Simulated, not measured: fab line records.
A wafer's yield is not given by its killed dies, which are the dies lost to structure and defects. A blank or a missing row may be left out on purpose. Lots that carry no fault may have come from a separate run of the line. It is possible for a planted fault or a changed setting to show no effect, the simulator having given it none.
Which tool did it? + flow berkeley-cmos170 + 8 lots, 24 wafers sampled, at 2 steps of a route of 331

WHAT THE GAUGES READ, wafer by wafer
UCB170_ACTIVE_OVL_MEAS_14.
| lot  | measured    | on         | ACTIVE_OVL (nm) |
|------|-------------|------------|-----------------|
| L427 | day 4 22:22 | overlay-02 | 10 11 13        |
| L429 | day 5 19:17 | overlay-01 | 4 -9 -14        |
| L432 | day 6 10:16 | overlay-01 | 10 15 15        |
| L434 | day 6 10:44 | overlay-01 | 2 2 -5          |
| L437 | day 7 02:58 | overlay-01 | -220 -226 -225  |
| L440 | day 7 14:20 | overlay-01 | -212 -222 -222  |
| L443 | day 8 00:58 | overlay-02 | -5 3 5          |
| L448 | day 9 14:51 | overlay-01 | 1 -2 -1         |

TOOL THAT RAN EACH LOT (tool first, then ch and the chambers of the sampled wafers, then the start)
| lot  | UCB170_ACTIVE_EXPOSE_10          |
|------|----------------------------------|
| L427 | krf-scanner-02 ch 0, day 4 21:51 |
| L429 | krf-scanner-02 ch 0, day 5 18:47 |
| L432 | krf-scanner-01 ch 0, day 6 09:35 |
| L434 | krf-scanner-01 ch 0, day 6 10:02 |
| L437 | krf-scanner-02 ch 0, day 7 02:19 |
| L440 | krf-scanner-02 ch 0, day 7 13:16 |
| L443 | krf-scanner-01 ch 0, day 7 23:52 |
| L448 | krf-scanner-01 ch 0, day 9 14:00 |
- UCB170_ACTIVE_EXPOSE_10: exposes mask ACTIVE, target cd 1200 nm.

THE ANSWER, worked out from the rows above alone
Rule: the lots themselves supply what counts as usual. Put in order of their means at a reading, lots are off if they are a third of the lots or fewer, leave a main group of 4 or more, and stand apart from it by a gap of 3 or more times the standard deviation of the main group's means; of several such gaps the widest counts. A main group whose means are all the same, to the digits that the tables above print for the reading, isn't used. Also off: a lot with no number at a reading for which 4 or more lots have one. Any other lot the step has rows for is counted as sound.
Off: L437, L440, seen at UCB170_ACTIVE_OVL_MEAS_14 (ACTIVE_OVL). The main group: mean 3 nm, standard deviation 7.
A tool fits if, at a process step before that reading, it ran every lot that is off, and no sound lot after the first of them. The gauges at UCB170_ACTIVE_OVL_MEAS_14 are tried like those tools. One fits: krf-scanner-02 at UCB170_ACTIVE_EXPOSE_10. A fault onset in the window from L429 (day 5 18:47, its last sound lot) to L437 (day 7 02:19, its first lot off) fits.

WHAT WAS PUT IN BY THE SIMULATOR
Scanner matching overlay: krf-scanner-02, from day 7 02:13 on, at UCB170_ACTIVE_EXPOSE_10. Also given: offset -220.
Lots struck among those shown: L437, L440. The rule above found the same.
